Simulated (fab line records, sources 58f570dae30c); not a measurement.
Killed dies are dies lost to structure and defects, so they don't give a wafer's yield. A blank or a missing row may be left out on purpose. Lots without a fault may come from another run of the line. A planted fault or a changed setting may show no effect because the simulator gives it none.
Problem report in the 8D (eight disciplines) form, filled by code | flow berkeley_cmos170 | the parts of the form that need people (team, actions taken, sign-off) are left out

1. THE PROBLEM
ACTIVE_NITRIDE_THK at UCB170_ACTIVE_THK_MEAS_06 reads a mean of 178.4 nm on 12 wafers of 4 lots; wafers without a fault read 220.4 nm with a standard deviation of 1.6. That is -26 standard deviations from the usual mean.
First seen on wafer L291.2, day 7 04:16, on film_metro-01. The record holds 45 wafers of 15 lots with a number at this step. Rule for "out", or "out of limits": more than 4 standard deviations from the usual mean. The other wafers with a number count as sound.

2. WHAT IT IS AND WHAT IT IS NOT
question                    | is                                          | is not
which readings at this step | ACTIVE_NITRIDE_THK                          | -
which lots                  | L291, L292, L293, L294                      | L281, L282, L283, L284, L285, L286, L287, L297, L298, L299, L300
which wafers of those lots  | all that have a number                      | -
read on which gauges        | film_metro-01, film_metro-02, film_metro-03 | -
when                        | from day 7 04:16                            | up to then (21 sound wafers); but 12 sound wafers of L297, L298, L299, L300 came after

3. SUSPECTS, AND WHAT RULES EACH OUT
Counting: a tool at a process step up to the reading stays a suspect if it ran every lot that is out and no sound lot after the first of them.
- the gauge at UCB170_ACTIVE_THK_MEAS_06: ruled out. The wafers that are out were read on 3 gauges (film_metro-01, film_metro-02, film_metro-03).
- lpcvd-01 at UCB170_ACTIVE_CVD_05 (deposits Si3N4 from SiH2Cl2/NH3, target thk 220 nm, time 3300 s): kept. It ran every lot that is out, first L291 (day 7 02:20), and no sound lot after that; its last sound lot up to then is L282 (day 4 16:58).
Left after counting: lpcvd-01 at UCB170_ACTIVE_CVD_05.

4. THE CAUSE (what the simulator had put in)
Site profile drift: lpcvd-01, from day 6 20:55 on, at UCB170_ACTIVE_CVD_05. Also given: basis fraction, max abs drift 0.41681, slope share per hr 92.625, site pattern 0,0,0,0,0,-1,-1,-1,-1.
Counting left only this tool.

5. THE CHAIN OF EFFECTS, in route order
Each row: a reading whose mean over the struck wafers that have a number lies more than 3 standard deviations from the usual. Only readings for which the record gives a usual standard deviation are gone through. hours: the time from each lot's start at the first step in this table that gives one to its start at this step, as a median over the lots. sigmas: the change in usual standard deviations.
hours | step                      | reading            | usual      | on struck wafers | change | sigmas
0     | UCB170_ACTIVE_THK_MEAS_06 | ACTIVE_NITRIDE_THK | 220.4 nm   | 178.4            | -42.0  | -26
1     | UCB170_ACTIVE_ETCH_15     | oes_product_au     | 0.937 a.u. | 0.832            | -0.105 | -7.5
The process steps in it:
- UCB170_ACTIVE_ETCH_15: etches Si3N4 in CH3F/Ar/O2, stops on SiO2, target depth 242 nm, time 151 s.

6. WHAT WOULD HAVE CAUGHT IT SOONER
In this record the first reading out of limits at a measuring or inspecting step was taken at day 7 04:16, 7 hours after the fault began at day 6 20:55.
Of the tool readings at UCB170_ACTIVE_CVD_05 for which the record gives a usual standard deviation, none was out on any struck wafer, so an alarm limit of 4 standard deviations on them would not have fired.
Of the lots that are out (4), L293, L294 began UCB170_ACTIVE_CVD_05 on lpcvd-01 after day 7 04:16. A hold on the tool at that time would have spared those 2.
